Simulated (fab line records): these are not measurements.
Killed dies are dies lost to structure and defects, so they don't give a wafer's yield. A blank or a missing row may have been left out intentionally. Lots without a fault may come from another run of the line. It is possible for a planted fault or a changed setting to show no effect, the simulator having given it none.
fab line records | flow rit_cmos
record lots=6 | wafers=18 | last_day=7
route steps=202 shown NWELL@35 PWELL@39 WELLDRIVE@50 NRETRO@53 M1@202
lots that met no fault: taken from a fault-free run of the same line
start_h: the number of hours between the record's first day and the start of the first shown wafer of the lot | wait_h: hours since the lot's step before | " as in the row above | L1.1+2: several wafers, shown together as one row | - value missing, or start not given | * or withheld: withheld | < > ~ a bound
route shown NAME@n: names a module that has steps shown in the file, with the first one's number in the route | usual: mean/standard deviation taken from wafers without a fault | same: alike in all rows | chamber/n: place in a boat | sites: each site's reading | _std_site: standard deviation across them | _edge_site: inner sites' mean taken away from outer sites' mean | radius_mm: for every site, how far away it sits from the centre of the wafer | mask NAME#n: copy n | behind: the last tool/chamber to shape the wafer | hold: why the lot was held/for how many hours/how that ended | device: transistor that didn't switch, given as n, p or np | end of line: at the end of the route, the tests of the same wafers | a step given without rows: its recipe and nothing more | killed: dies that structure and defects cost at the first sort, which is not the same as the wafer's yield | map: the dies of a wafer, with x for killed, . for not killed, _ for no die there
set.NAME: the setting as run; set.NAME@STEP: as run at that earlier step | model.NAME: the simulator's own value behind a step, which no gauge read
lots seen at some steps along the route; tables by step, rows by wafer
services: when a tool's chamber went out of use (start_h, in hours from the record's first day, below 0 if earlier), for how many hours, and the reason
## steps
# step RIT_NWELL_HARDBAKE_07
# recipe resist=NOVOLAK | temp_c=140 | time_s=120
# step RIT_NWELL_IMPLANT_08
# recipe species=P | energy_kev=170 | dose_cm2=5e+13 | tilt_deg=7
# step RIT_NWELL_STRIP_09
# recipe chemistry=O2 | time_s=180 | resist=NOVOLAK | platen_temp_c=withheld | power_w=500 | pressure_mtorr=4000 | o2_flow_sccm=4000
# usual drypump_motor_current_A=5.7/0.33
lot.wafer | tool            | chamber | start_h | wait_h | drypump_motor_current_A | rf_hours_counter_h
L316.3    | plasma_asher-04 | 1       | 55.90   | 0.1    | 5.3                     | -
L316.4    | "               | 0       | "       | "      | 5.7                     | -
L316.6    | "               | 1       | "       | "      | 5.4                     | -
L317.2    | plasma_asher-02 | 1       | 62.28   | 0.1    | 5.7                     | 41
L317.3    | "               | 1       | "       | "      | 5.7                     | -
L317.4    | "               | 0       | "       | "      | 6.0                     | -
L319.1    | plasma_asher-01 | 0       | 70.86   | 0.1    | 5.3                     | 42
L319.2    | "               | 1       | "       | "      | 6.2                     | 42
L319.5    | "               | 0       | "       | "      | 5.3                     | -
L320.2    | plasma_asher-01 | 1       | 77.13   | 0.1    | 6.2                     | 43
L320.3    | "               | 1       | "       | "      | 6.2                     | -
L320.5    | "               | 0       | "       | "      | 5.3                     | -
L328.2    | plasma_asher-02 | 1       | 117.55  | 0.1    | 5.7                     | 48
L328.4    | "               | 0       | "       | "      | 5.9                     | -
L328.5    | "               | 1       | "       | "      | 5.7                     | -
L329.1    | plasma_asher-04 | 0       | 121.08  | 0.1    | 5.7                     | 33
L329.2    | "               | 1       | "       | "      | 5.4                     | 33
L329.3    | "               | 1       | "       | "      | 5.3                     | -
# step RIT_NWELL_TW_MEAS_10
# usual NWELL_TW=2150/17
lot.wafer | tool          | chamber | start_h | wait_h | NWELL_TW
L316.3    | film_metro-03 | -       | 56.03   | 0.1    | 2149
L316.4    | "             | -       | "       | "      | 2153
L316.6    | "             | -       | "       | "      | 2156
L317.2    | film_metro-03 | -       | 62.46   | 0.1    | 2151
L317.3    | "             | -       | "       | "      | 2140
L317.4    | "             | -       | "       | "      | 2148
L319.1    | film_metro-02 | -       | 71.04   | 0.1    | 2149
L319.2    | "             | -       | "       | "      | 2144
L319.5    | "             | -       | "       | "      | 2133
L320.2    | film_metro-02 | -       | 77.31   | 0.1    | 2134
L320.3    | "             | -       | "       | "      | 2122
L320.5    | "             | -       | "       | "      | 2122
L328.2    | film_metro-01 | -       | 117.73  | 0.1    | 2156
L328.4    | "             | -       | "       | "      | 2177
L328.5    | "             | -       | "       | "      | 2150
L329.1    | film_metro-02 | -       | 121.26  | 0.1    | 2148
L329.2    | "             | -       | "       | "      | 2152
L329.3    | "             | -       | "       | "      | 2138
# step RIT_PWELL_HMDS_00
# recipe prime_time_s=60 | prime_temp_c=140
# step RIT_PWELL_COAT_01
# recipe resist=NOVOLAK | spin_rpm=2000 | resist_thk_nm=1300
# step RIT_PWELL_SOFTBAKE_02
# recipe resist=NOVOLAK | temp_c=90 | time_s=60
# step RIT_PWELL_EXPOSE_03
# recipe mask_id=M3 | na=0.57 | target_cd_nm=43700 | dose_mj=250
# step RIT_PWELL_PEB_04
# recipe resist=NOVOLAK | temp_c=withheld | time_s=withheld
# step RIT_PWELL_DEVELOP_05
# recipe resist=NOVOLAK | develop_time_s=68 | dev_temp_c=23
# step RIT_PWELL_OVL_MEAS_06
# usual PWELL_OVL=-0.2/1.4
lot.wafer | tool       | chamber | start_h | wait_h | PWELL_OVL[nm]
L316.3    | overlay-02 | -       | 56.97   | -      | 0.6
L316.4    | "          | -       | "       | "      | 1.7
L316.6    | "          | -       | "       | "      | 0.6
L317.2    | overlay-01 | -       | 63.40   | -      | 0.8
L317.3    | "          | -       | "       | "      | 1.6
L317.4    | "          | -       | "       | "      | -0.1
L319.1    | overlay-02 | -       | 71.98   | -      | -0.3
L319.2    | "          | -       | "       | "      | -1.7
L319.5    | "          | -       | "       | "      | -0.8
L320.2    | overlay-02 | -       | 78.25   | -      | 0.5
L320.3    | "          | -       | "       | "      | 0.1
L320.5    | "          | -       | "       | "      | 1.0
L328.2    | overlay-02 | -       | 118.67  | -      | -2.7
L328.4    | "          | -       | "       | "      | -3.1
L328.5    | "          | -       | "       | "      | -2.1
L329.1    | overlay-01 | -       | 122.20  | -      | 1.2
L329.2    | "          | -       | "       | "      | -0.6
L329.3    | "          | -       | "       | "      | 1.7
# step RIT_PWELL_HARDBAKE_07
# recipe resist=NOVOLAK | temp_c=140 | time_s=120
# step RIT_PWELL_IMPLANT_08
# recipe species=B | energy_kev=170 | dose_cm2=7e+13 | tilt_deg=7
# usual dose_ions_cm2=7.001e+13/8.3e+10 | faraday_current_uA=221/3.9
lot.wafer | tool         | chamber | start_h | wait_h | dose_ions_cm2 | faraday_current_uA
L316.3    | implanter-04 | 0       | 57.29   | 0.2    | 6.996e+13     | 225
L316.4    | "            | 0       | "       | "      | 7.001e+13     | 223
L316.6    | "            | 0       | "       | "      | 6.998e+13     | 219
L317.2    | implanter-03 | 0       | 63.70   | 0.2    | 6.998e+13     | 217
L317.3    | "            | 0       | "       | "      | 6.997e+13     | 227
L317.4    | "            | 0       | "       | "      | 7.002e+13     | 218
L319.1    | implanter-04 | 0       | 72.26   | 0.2    | 1.0758e+14    | 336
L319.2    | "            | 0       | "       | "      | 1.0751e+14    | 348
L319.5    | "            | 0       | "       | "      | 1.075e+14     | 350
L320.2    | implanter-04 | 0       | 78.55   | 0.2    | 1.0754e+14    | 342
L320.3    | "            | 0       | "       | "      | 1.0752e+14    | 339
L320.5    | "            | 0       | "       | "      | 1.0752e+14    | 337
L328.2    | implanter-03 | 0       | 118.98  | 0.2    | 7.02e+13      | 220
L328.4    | "            | 0       | "       | "      | 7.02e+13      | 224
L328.5    | "            | 0       | "       | "      | 7.013e+13     | 216
L329.1    | implanter-01 | 0       | 122.48  | 0.2    | 6.995e+13     | 222
L329.2    | "            | 0       | "       | "      | 6.986e+13     | 222
L329.3    | "            | 0       | "       | "      | 7.001e+13     | 225
# step RIT_PWELL_STRIP_09
# recipe chemistry=O2 | time_s=180 | resist=NOVOLAK | platen_temp_c=withheld | power_w=500 | pressure_mtorr=4000 | o2_flow_sccm=4000
# usual drypump_motor_current_A=5.6/0.44
lot.wafer | tool            | chamber | start_h | wait_h | drypump_motor_current_A | rf_hours_counter_h
L316.3    | plasma_asher-01 | 1       | 57.45   | 0.1    | 6.2                     | -
L316.4    | "               | 0       | "       | "      | 5.3                     | -
L316.6    | "               | 0       | "       | "      | 5.3                     | -
L317.2    | plasma_asher-01 | 0       | 63.83   | 0.1    | 5.3                     | 42
L317.3    | "               | 1       | "       | "      | 6.2                     | -
L317.4    | "               | 0       | "       | "      | 5.3                     | -
L319.1    | plasma_asher-03 | 0       | 72.41   | 0.1    | 5.0                     | 43
L319.2    | "               | 1       | "       | "      | 5.8                     | 43
L319.5    | "               | 0       | "       | "      | 5.0                     | -
L320.2    | plasma_asher-01 | 1       | 78.68   | 0.1    | 6.2                     | 43
L320.3    | "               | 0       | "       | "      | 5.3                     | -
L320.5    | "               | 0       | "       | "      | 5.3                     | -
L328.2    | plasma_asher-04 | 0       | 119.10  | 0.1    | 5.7                     | 33
L328.4    | "               | 0       | "       | "      | 5.7                     | -
L328.5    | "               | 0       | "       | "      | 5.7                     | -
L329.1    | plasma_asher-01 | 0       | 122.63  | 0.1    | 5.3                     | 1
L329.2    | "               | 1       | "       | "      | 6.2                     | 1
L329.3    | "               | 1       | "       | "      | 6.2                     | -
# step RIT_PWELL_TW_MEAS_10
# usual PWELL_TW=956/8.3
lot.wafer | tool          | chamber | start_h | wait_h | PWELL_TW
L316.3    | film_metro-02 | -       | 57.58   | 0.1    | 945
L316.4    | "             | -       | "       | "      | 944
L316.6    | "             | -       | "       | "      | 945
L317.2    | film_metro-03 | -       | 64.01   | 0.1    | 950
L317.3    | "             | -       | "       | "      | 954
L317.4    | "             | -       | "       | "      | 954
L319.1    | film_metro-01 | -       | 72.59   | 0.1    | 1105
L319.2    | "             | -       | "       | "      | 1105
L319.5    | "             | -       | "       | "      | 1107
L320.2    | film_metro-01 | -       | 78.86   | 0.1    | 1106
L320.3    | "             | -       | "       | "      | 1107
L320.5    | "             | -       | "       | "      | 1111
L328.2    | film_metro-02 | -       | 119.28  | 0.1    | 950
L328.4    | "             | -       | "       | "      | 947
L328.5    | "             | -       | "       | "      | 948
L329.1    | film_metro-01 | -       | 122.81  | 0.1    | 961
L329.2    | "             | -       | "       | "      | 953
L329.3    | "             | -       | "       | "      | 952
# step RIT_WELLDRIVE_ANNEAL_00
# recipe temp_c=1100 | time_s=14700 | ambient=N2
# step RIT_WELLDRIVE_RS_MEAS_01
# recipe thk_meas_gauge=four-point-probe
# usual NWELL_RS=275.3/0.82
lot.wafer | tool          | chamber | start_h | wait_h | NWELL_RS[ohm/sq]
L316.3    | film_metro-01 | -       | 62.75   | 0.0    | 274.1
L316.4    | "             | -       | "       | "      | 273.7
L316.6    | "             | -       | "       | "      | 273.8
L317.2    | film_metro-02 | -       | 69.55   | 0.0    | 275.9
L317.3    | "             | -       | "       | "      | 276.7
L317.4    | "             | -       | "       | "      | 275.8
L319.1    | film_metro-01 | -       | 77.73   | 0.0    | 274.6
L319.2    | "             | -       | "       | "      | 273.9
L319.5    | "             | -       | "       | "      | 273.8
L320.2    | film_metro-01 | -       | 84.01   | 0.0    | 275.1
L320.3    | "             | -       | "       | "      | 274.7
L320.5    | "             | -       | "       | "      | 276.0
L328.2    | film_metro-03 | -       | 124.44  | 0.0    | 275.8
L328.4    | "             | -       | "       | "      | 275.8
L328.5    | "             | -       | "       | "      | 276.7
L329.1    | film_metro-03 | -       | 128.24  | 0.0    | 276.0
L329.2    | "             | -       | "       | "      | 275.3
L329.3    | "             | -       | "       | "      | 275.8
# step RIT_WELLDRIVE_RS_MEAS_02
# recipe thk_meas_gauge=four-point-probe
# usual PWELL_RS=429.5/1.2
lot.wafer | tool          | chamber | start_h | wait_h | PWELL_RS[ohm/sq]
L316.3    | film_metro-01 | -       | 62.87   | 0.1    | 430.3
L316.4    | "             | -       | "       | "      | 430.5
L316.6    | "             | -       | "       | "      | 429.2
L317.2    | film_metro-02 | -       | 69.67   | 0.1    | 430.0
L317.3    | "             | -       | "       | "      | 428.6
L317.4    | "             | -       | "       | "      | 429.8
L319.1    | film_metro-01 | -       | 77.85   | 0.1    | 329.9
L319.2    | "             | -       | "       | "      | 329.3
L319.5    | "             | -       | "       | "      | 329.3
L320.2    | film_metro-01 | -       | 84.13   | 0.1    | 327.6
L320.3    | "             | -       | "       | "      | 328.3
L320.5    | "             | -       | "       | "      | 328.3
L328.2    | film_metro-03 | -       | 124.56  | 0.1    | 429.2
L328.4    | "             | -       | "       | "      | 429.9
L328.5    | "             | -       | "       | "      | 430.4
L329.1    | film_metro-03 | -       | 128.36  | 0.1    | 430.0
L329.2    | "             | -       | "       | "      | 428.3
L329.3    | "             | -       | "       | "      | 429.8
# step RIT_NRETRO_HMDS_00
# recipe prime_time_s=60 | prime_temp_c=140
# step RIT_M1_PROBE_99
# usual killed_at_contacts=0.1/0.34 | killed_at_front_end=7/3 | killed_dies=7/3.1 | killed_open=3.4/1.9 | killed_short=3.4/2.1
# same gross_dies=264 | killed_at_M0_to_M3=0 | killed_at_M4_up=0 | killed_at_back_side=0 | killed_at_other=0
lot.wafer | tool      | chamber | start_h | wait_h | killed_at_contacts | killed_at_front_end | killed_dies | killed_open | killed_short | model.etest.nmos_0p3.r_on_ohm_um | model.etest.nmos_0p15.r_on_ohm_um | model.etest.pwell_pinched.rs_ohm_sq | model.etest.nmos_turned.drive_ua_um | model.etest.pwell.rs_ohm_sq | model.etest.nmos_0p15.drive_ua_um | model.etest.nmos_narrow.drive_ua_um | model.etest.nmos_0p3.drive_ua_um
L317.2    | prober-02 | -       | 98.65   | 0.1    | 0                  | 16                  | 16          | 4           | 12           | 2099                             | 1081                              | 454.9                               | 366.5                               | 416.6                       | 492.8                             | 234.8                               | 229.3
L317.3    | prober-02 | -       | 98.70   | 0.2    | 0                  | 6                   | 6           | 3           | 3            | 2084                             | 1082                              | 458.1                               | 361.9                               | 414.6                       | 499.1                             | 241.5                               | 235.5
L317.4    | prober-02 | -       | 98.75   | 0.2    | 1                  | 10                  | 11          | 6           | 5            | 2143                             | 1126                              | 463.7                               | 354.3                               | 419.8                       | 480                               | 235.7                               | 231.9
L319.1    | prober-02 | -       | 106.32  | 0.1    | 0                  | 4                   | 4           | 4           | 0            | 2461                             | 1266                              | 345.4                               | 243.4                               | 312.9                       | 384.2                             | 184.1                               | 179
L319.2    | prober-02 | -       | 106.37  | 0.1    | 0                  | 3                   | 3           | 1           | 2            | 2491                             | 1266                              | 344                                 | 245.8                               | 312.1                       | 383.2                             | 178.2                               | 175.5
L319.5    | prober-02 | -       | 106.52  | 0.2    | 0                  | 2                   | 2           | 0           | 2            | 2507                             | 1298                              | 347.8                               | 239.8                               | 313.4                       | 378                               | 178.1                               | 174.9
L320.2    | prober-01 | -       | 113.19  | 0.1    | 1                  | 3                   | 4           | 1           | 1            | 2501                             | 1309                              | 347.7                               | 227.2                               | 314.9                       | 366.4                             | 176.5                               | 173.9
L320.3    | prober-01 | -       | 113.24  | 0.2    | 0                  | 3                   | 3           | 1           | 1            | 2519                             | 1272                              | 349.3                               | 236.6                               | 311.3                       | 373.9                             | 175.9                               | 171.5
L320.5    | prober-01 | -       | 113.34  | 0.2    | 0                  | 4                   | 4           | 1           | 3            | 2534                             | 1267                              | 347                                 | 238.8                               | 311.9                       | 378.6                             | 171.9                               | 170.9
L328.2    | prober-02 | -       | 156.08  | 0.1    | 0                  | 3                   | 3           | 1           | 2            | 2061                             | 1074                              | 453                                 | 358.9                               | 410.1                       | 501.3                             | 251.1                               | 241.4
L328.4    | prober-02 | -       | 156.18  | 0.2    | 0                  | 8                   | 8           | 4           | 4            | 2060                             | 1066                              | 459.7                               | 363.9                               | 410.5                       | 505.2                             | 248.2                               | 240.2
L328.5    | prober-02 | -       | 156.23  | 0.2    | 0                  | 10                  | 10          | 5           | 5            | 2111                             | 1095                              | 457.9                               | 356                                 | 410.2                       | 495.2                             | 237.8                               | 231.4
# killed by level:class
L317.2 GATE:geometric_particle:short=5 FOX1:geometric_particle:short=2 REOX:geometric_particle:short=2 GATE:geometric_particle:open=2 SPACER:geometric_particle:short=2 FOX1:geometric_particle:open=1 FOX2:geometric_particle:open=1 FOX2:geometric_particle:short=1
L317.3 GATE:geometric_particle:open=2 SPACER:geometric_particle:short=2 GATE:geometric_particle:short=1 SILICIDE:geometric_particle:open=1
L317.4 GATE:geometric_particle:short=4 SPACER:geometric_particle:open=4 GATE:geometric_particle:open=1 REOX:geometric_particle:open=1 CONTACT:geometric_particle:short=1
L319.1 SPACER:geometric_particle:open=2 FOX1:geometric_particle:open=1 GATE:geometric_particle:open=1
L319.2 FOX1:geometric_particle:open=1 FOX1:geometric_particle:short=1 GATE:geometric_particle:short=1
L319.5 FOX1:geometric_particle:short=1 SPACER:geometric_particle:short=1
L320.2 NSD:coat_microbubble_printed=2 FOX1:geometric_particle:short=1 CONTACT:geometric_particle:open=1
L320.3 FOX1:geometric_particle:open=1 SILICIDE:geometric_particle:short=1 NSD:coat_microbubble_printed=1
L320.5 GATE:geometric_particle:short=2 REOX:geometric_particle:open=1 SPACER:geometric_particle:short=1
L328.2 GATE:geometric_particle:short=2 SILICIDE:geometric_particle:open=1
L328.4 GATE:geometric_particle:short=4 GATE:geometric_particle:open=2 SPACER:geometric_particle:open=2
L328.5 GATE:geometric_particle:short=2 SPACER:geometric_particle:open=2 FOX1:geometric_particle:short=1 FOX1:geometric_particle:open=1 FOX2:geometric_particle:open=1 GATE:geometric_particle:open=1 REOX:geometric_particle:short=1 SPACER:geometric_particle:short=1
## services
tool            | chamber | start_h | hours | kind
implanter-04    | -       | 41.50   | 1.9   | pm
implanter-03    | -       | 45.29   | 3.1   | repair
implanter-01    | -       | 60.34   | 0.6   | repair
implanter-03    | -       | 65.50   | 4.0   | pm
plasma_asher-01 | -       | 108.75  | 9.0   | pm
plasma_asher-01 | 0       | 108.75  | 9.0   | vent_cycle
plasma_asher-01 | 1       | 108.75  | 9.0   | vent_cycle
plasma_asher-01 | 0       | 117.75  | -     | clean
plasma_asher-01 | 1       | 117.75  | -     | clean
## key
first_sign step=RIT_PWELL_IMPLANT_08 | reading=dose_ions_cm2 | direction=up | sigmas=99+ | usual=7.001e+13 | struck=1.0753e+14
effect step=RIT_PWELL_IMPLANT_08 | reading=faraday_current_uA | direction=up | sigmas=31 | usual=221 | struck=342
effect step=RIT_PWELL_TW_MEAS_10 | reading=PWELL_TW | direction=up | sigmas=18 | usual=956 | struck=1107
effect step=RIT_WELLDRIVE_RS_MEAS_02 | reading=PWELL_RS | direction=down | sigmas=81 | usual=429.5 | struck=328.8
model_effect step=RIT_M1_PROBE_99 | value=etest.nmos_0p3.r_on_ohm_um | without=2121 | struck=2502
met_at RIT_PWELL_IMPLANT_08
struck_wafers L319.1,L319.2,L319.5,L320.2,L320.3,L320.5
tester_left_out L319,L320
onset_between 57.29 72.26
fault kind=process_parameter_drift | tool=implanter-04 | chamber=- | onset_h=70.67 | steps=RIT_PWELL_IMPLANT_08 | channel=dose_cm2 | offset=3.7565e+13 | shape=step | end_h=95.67 | acts_in=these_recipes_only | stated=7e+13
# tester_left_out: of these lots the tester's yield and bins aren't shown, on N5 and GAA mostly nor the transistor test; their killed dies are dies lost to structure and defects alone, not to doping, threshold or leakage, so they don't give the yield
